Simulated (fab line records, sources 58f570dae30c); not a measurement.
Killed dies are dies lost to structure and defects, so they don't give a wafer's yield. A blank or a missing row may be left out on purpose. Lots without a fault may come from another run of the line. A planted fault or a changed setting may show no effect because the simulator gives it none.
Which tool did it? | flow berkeley_cmos170 | 7 lots, 21 wafers sampled, at 4 steps of a route of 331

WHAT THE GAUGES READ, wafer by wafer
UCB170_M2_CD_MEAS_90: target cd 700 nm.
lot  | measured     | on        | cd_nm (nm)
L692 | day 8 13:58  | cd_sem-02 | 698.1 702.8 701.8
L696 | day 9 08:44  | cd_sem-01 | 701.1 699.2 700.0
L695 | day 9 11:11  | cd_sem-01 | 705.3 704.8 705.6
L697 | day 10 04:31 | cd_sem-02 | 698.7 698.1 701.7
L700 | day 10 22:38 | cd_sem-01 | 699.0 701.2 697.3
L707 | day 11 19:46 | cd_sem-01 | 685.9 681.4 683.7
L714 | day 14 06:37 | cd_sem-01 | 702.9 701.7 701.9

WHICH TOOL RAN EACH LOT (tool, then ch and the chambers of the sampled wafers, then the start)
lot  | UCB170_V1_ETCH_14                  | UCB170_M2_METAL_ETCH_18           | UCB170_M2_STRIP_19
L692 | rie_diel-04 ch 0,1,2, day 8 11:08  | rie_metal-04 ch 0,1, day 8 13:41  | plasma_asher-01 ch 0,1, day 8 13:51
L696 | rie_diel-02 ch 0,1,3, day 9 05:05  | rie_metal-03 ch 0,1, day 9 08:20  | plasma_asher-03 ch 0, day 9 08:32
L695 | rie_diel-04 ch 0,1,2, day 9 07:07  | rie_metal-04 ch 1, day 9 10:38    | plasma_asher-03 ch 0,1, day 9 11:01
L697 | rie_diel-04 ch 2,3, day 10 01:35   | rie_metal-01 ch 0,1, day 10 04:13 | plasma_asher-01 ch 0,1, day 10 04:23
L700 | rie_diel-04 ch 2,3, day 10 19:36   | rie_metal-01 ch 0,1, day 10 22:20 | plasma_asher-04 ch 0,1, day 10 22:32
L707 | rie_diel-04 ch 0,1,3, day 11 16:40 | rie_metal-04 ch 0, day 11 19:17   | plasma_asher-01 ch 0,1, day 11 19:40
L714 | rie_diel-01 ch 0,1,2, day 13 23:27 | rie_metal-03 ch 0,1, day 14 06:18 | plasma_asher-01 ch 1, day 14 06:29
- UCB170_V1_ETCH_14: etches SiO2 in CHF3/CF4/Ar, stops on Al, target depth 1250 nm, time 291 s.
- UCB170_M2_METAL_ETCH_18: etches Al in Cl2/BCl3, stops on SiO2, target depth 1170 nm, time 195 s.
- UCB170_M2_STRIP_19: strips in O2.

THE ANSWER, worked out from the rows above alone
Rule: what is usual is taken from the lots themselves. Put in order of their means at a reading, lots are off if they are a third of the lots or fewer, leave a main group of 4 or more, and stand apart from it by a gap of 3 or more times the standard deviation of the main group's means; of several such gaps the widest counts. A main group whose means are all the same, to the digits that the tables above print for the reading, isn't used. A lot without any number at a reading at which 4 lots or more have one is off too. The other lots that the step has rows for count as sound.
Off: L707, at UCB170_M2_CD_MEAS_90 (cd_nm). The main group: mean 701.2 nm, standard deviation 2.1.
A tool fits if, at a process step before that reading, it ran every lot that is off, and no sound lot after the first of them. The gauges at UCB170_M2_CD_MEAS_90 are tried like those tools. Can't be told from this: 2 tools fit, rie_diel-04 at UCB170_V1_ETCH_14, rie_metal-04 at UCB170_M2_METAL_ETCH_18.

WHAT THE SIMULATOR HAD PUT IN
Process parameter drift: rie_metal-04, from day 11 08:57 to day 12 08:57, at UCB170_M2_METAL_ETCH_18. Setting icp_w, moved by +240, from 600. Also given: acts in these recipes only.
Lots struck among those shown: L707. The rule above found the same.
